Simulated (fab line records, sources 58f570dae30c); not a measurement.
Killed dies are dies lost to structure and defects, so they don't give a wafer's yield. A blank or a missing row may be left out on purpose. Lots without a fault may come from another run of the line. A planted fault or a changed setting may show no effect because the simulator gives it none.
Which tool did it? | flow berkeley_cmos170 | 14 lots, 42 wafers sampled, at 5 steps of a route of 331

WHAT THE GAUGES READ, wafer by wafer
UCB170_PFIELD_OVL_MEAS_06.
lot  | measured     | on         | PFIELD_OVL (nm)
L979 | day 4 22:55  | overlay-01 | 11 5 11
L978 | day 4 23:13  | overlay-02 | 4 5 2
L981 | day 5 16:56  | overlay-02 | 4 2 1
L983 | day 6 06:09  | overlay-02 | 6 2 0
L989 | day 7 12:05  | overlay-01 | -3 -3 -4
L991 | day 7 22:22  | overlay-02 | 9 4 7
L992 | day 8 09:04  | overlay-02 | 4 12 13
L993 | day 8 14:54  | overlay-01 | 0 2 4
L995 | day 9 06:14  | overlay-01 | -4 -1 3
L994 | day 9 06:23  | overlay-01 | -3 -3 0
L997 | day 9 13:29  | overlay-02 | 7 7 6
L999 | day 9 13:37  | overlay-01 | 7 9 4
L998 | day 9 14:22  | overlay-01 | 10 5 3
L100 | day 10 03:37 | overlay-02 | 11 10 13

UCB170_FIELD_THK_MEAS_02.
lot  | measured     | on            | FIELD_OXIDE_THK (nm)
L979 | day 5 05:47  | film_metro-01 | 555 545 551
L978 | day 5 05:52  | film_metro-02 | 554 553 550
L981 | day 6 03:52  | film_metro-02 | 553 548 557
L983 | day 6 15:59  | film_metro-02 | 571 550 564
L989 | day 7 19:53  | film_metro-02 | 568 566 574
L991 | day 8 06:35  | film_metro-02 | 554 565 563
L992 | day 8 17:23  | film_metro-01 | 570 559 566
L993 | day 8 23:16  | film_metro-01 | 554 550 558
L995 | day 9 13:23  | film_metro-01 | 557 554 561
L994 | day 9 13:23  | film_metro-02 | 562 551 556
L997 | day 9 21:38  | film_metro-02 | 553 555 556
L999 | day 9 21:39  | film_metro-03 | 574 571 563
L998 | day 9 21:41  | film_metro-01 | 555 571 559
L100 | day 10 10:28 | film_metro-02 | 566 574 576

UCB170_FIELD_THK_MEAS_91.
lot  | measured     | on            | FIELD_OXIDE_LEFT_2_THK (nm)
L979 | day 6 20:49  | film_metro-01 | 351 341 347
L978 | day 6 21:11  | film_metro-03 | 349 349 344
L981 | day 7 12:59  | film_metro-02 | 348 344 353
L983 | day 7 23:54  | film_metro-03 | 365 344 359
L989 | day 9 08:56  | film_metro-03 | 363 360 370
L991 | day 9 18:14  | film_metro-02 | 351 361 360
L992 | day 10 00:59 | film_metro-02 | 363 353 360
L993 | day 10 01:15 | film_metro-02 | 350 346 354
L995 | day 11 00:02 | film_metro-02 | 352 348 356
L994 | day 10 23:58 | film_metro-01 | 357 347 351
L997 | day 11 04:40 | film_metro-02 | 346 348 349
L999 | day 11 04:56 | film_metro-01 | 369 366 358
L998 | day 11 04:40 | film_metro-03 | 352 367 355
L100 | day 11 14:44 | film_metro-02 | 361 368 371

UCB170_PLDD_TW_MEAS_11.
lot  | measured     | on            | PLDD_TW
L979 | day 7 17:16  | film_metro-03 | 1009 1017 1015
L978 | day 7 17:34  | film_metro-03 | 1013 1007 1011
L981 | day 8 06:00  | film_metro-02 | 30 30 30
L983 | day 8 19:37  | film_metro-02 | 30 30 30
L989 | day 10 01:41 | film_metro-04 | 990 994 994
L991 | day 10 10:06 | film_metro-04 | 993 998 992
L992 | day 10 22:18 | film_metro-03 | 1008 1014 1014
L993 | day 10 22:53 | film_metro-02 | 1012 1011 1012
L995 | day 11 13:44 | film_metro-04 | 994 992 991
L994 | day 11 13:14 | film_metro-04 | 996 997 1000
L997 | day 11 22:49 | film_metro-02 | 1007 1008 1010
L999 | day 11 23:31 | film_metro-03 | 1006 1011 1013
L998 | day 11 23:37 | film_metro-04 | 995 1002 1000
L100 | day 12 05:10 | film_metro-03 | 1008 1006 1015

WHICH TOOL RAN EACH LOT (tool, then ch and the chambers of the sampled wafers, then the start)
lot  | UCB170_PLDD_DEVELOP_05
L979 | litho_track-02 ch 0, day 7 16:00
L978 | litho_track-02 ch 0, day 7 16:00
L981 | litho_track-02 ch 0, day 8 05:00
L983 | litho_track-02 ch 0, day 8 18:00
L989 | litho_track-01 ch 0, day 10 01:00
L991 | litho_track-03 ch 0, day 10 09:00
L992 | litho_track-03 ch 0, day 10 21:00
L993 | litho_track-02 ch 0, day 10 22:00
L995 | litho_track-02 ch 0, day 11 12:00
L994 | litho_track-01 ch 0, day 11 12:00
L997 | litho_track-02 ch 0, day 11 22:00
L999 | litho_track-03 ch 0, day 11 22:00
L998 | litho_track-02 ch 0, day 11 22:00
L100 | litho_track-02 ch 0, day 12 04:00
- UCB170_PLDD_DEVELOP_05: develop time 45 s.

WHAT THE TOOLS THEMSELVES READ (means of the sampled wafers that have a number; where no wafer has one, the mark that the record gives instead)
UCB170_PLDD_DEVELOP_05.
lot  | tool           | chill_plate_temp_C (C) | developer_temp_C (C)
L979 | litho_track-02 | 22.99                  | 21.09
L978 | litho_track-02 | 23.05                  | 20.83
L981 | litho_track-02 | 22.92                  | 20.95
L983 | litho_track-02 | 23.15                  | 21.04
L989 | litho_track-01 | 23.12                  | 20.85
L991 | litho_track-03 | 22.96                  | 21.00
L992 | litho_track-03 | 22.92                  | 20.96
L993 | litho_track-02 | 23.02                  | 20.93
L995 | litho_track-02 | 23.07                  | 21.02
L994 | litho_track-01 | 23.00                  | 20.86
L997 | litho_track-02 | 22.98                  | 20.96
L999 | litho_track-03 | 22.97                  | 20.93
L998 | litho_track-02 | 23.12                  | 20.98
L100 | litho_track-02 | 22.99                  | 21.20

THE ANSWER, worked out from the rows above alone
Rule: what is usual is taken from the lots themselves. Put in order of their means at a reading, lots are off if they are a third of the lots or fewer, leave a main group of 4 or more, and stand apart from it by a gap of 3 or more times the standard deviation of the main group's means; of several such gaps the widest counts. A main group whose means are all the same, to the digits that the tables above print for the reading, isn't used. A lot without any number at a reading at which 4 lots or more have one is off too. The other lots that the step has rows for count as sound. The gauges are gone through in route order, then the tools' own readings, and for those a lot's mean is taken as printed above. The first step at which some lot is off is used, and at that step the reading that is off furthest; a lot without a number counts as furthest.
Off: L981, L983, at UCB170_PLDD_TW_MEAS_11 (PLDD_TW). The main group: mean 1004, standard deviation 8.
A tool fits if, at a process step before that reading, it ran every lot that is off, and no sound lot after the first of them. The gauges at UCB170_PLDD_TW_MEAS_11 are tried like those tools. None of those tried fits.

WHAT THE SIMULATOR HAD PUT IN
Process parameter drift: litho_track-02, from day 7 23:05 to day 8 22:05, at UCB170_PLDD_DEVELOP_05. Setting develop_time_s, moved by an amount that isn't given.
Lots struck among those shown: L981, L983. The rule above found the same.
